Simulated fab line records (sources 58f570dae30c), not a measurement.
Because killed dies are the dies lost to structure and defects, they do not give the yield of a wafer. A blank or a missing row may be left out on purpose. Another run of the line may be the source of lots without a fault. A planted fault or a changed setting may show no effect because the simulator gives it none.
Chamber matching / flow berkeley_cmos170 / 4 sister chambers for UCB170_NWELL_ETCH_13 on rie_diel-03
The step etches Si3N4 in CH3F/Ar/O2, stops on SiO2, target depth 246.4 nm, time 154 s. 4 wafers are shown with their chamber, then 7 later ones without.

## EACH WAFER AND ITS CHAMBER
wafer=L864.3; chamber=3; drypump_motor_current_A (A)=5.0
wafer=L864.4; chamber=2; drypump_motor_current_A (A)=5.3
wafer=L865.1; chamber=0; drypump_motor_current_A (A)=5.7
wafer=L865.3; chamber=1; drypump_motor_current_A (A)=5.1

## WAFERS WITH NO CHAMBER GIVEN
wafer=L865.4; drypump_motor_current_A (A)=5.3
wafer=L868.1; drypump_motor_current_A (A)=5.3
wafer=L868.2; drypump_motor_current_A (A)=5.1
wafer=L868.4; drypump_motor_current_A (A)=4.9
wafer=L870.2; drypump_motor_current_A (A)=4.9
wafer=L870.5; drypump_motor_current_A (A)=4.9
wafer=L870.6; drypump_motor_current_A (A)=5.3

## WHICH CHAMBER EACH WENT THROUGH
wafer=L865.4; from the rows above=2; in truth=2
wafer=L868.1; from the rows above=2; in truth=2
wafer=L868.2; from the rows above=can't be placed: 1 or 3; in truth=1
wafer=L868.4; from the rows above=can't be placed: 3 or 1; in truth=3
wafer=L870.2; from the rows above=can't be placed: 3 or 1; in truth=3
wafer=L870.5; from the rows above=can't be placed: 3 or 1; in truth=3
wafer=L870.6; from the rows above=2; in truth=2
3 of 7 placed correctly. Not placeable from these rows: 4 (in 4, the candidates include the true chamber). Number placed wrongly: 0.
How it was worked out, from the rows above alone: a wafer's distance from a chamber is the root of the sum, over the readings, of the square of ((its reading less the chamber's mean) divided by the reading's scatter). The wafer belongs to the nearest chamber; if the next one is less than 2 further off, it can't be placed. Each chamber's mean is taken over the wafers shown for it. The scatter: with one shown wafer a chamber, the root of the mean of the squares of how far each hidden wafer lies from its nearest shown one.
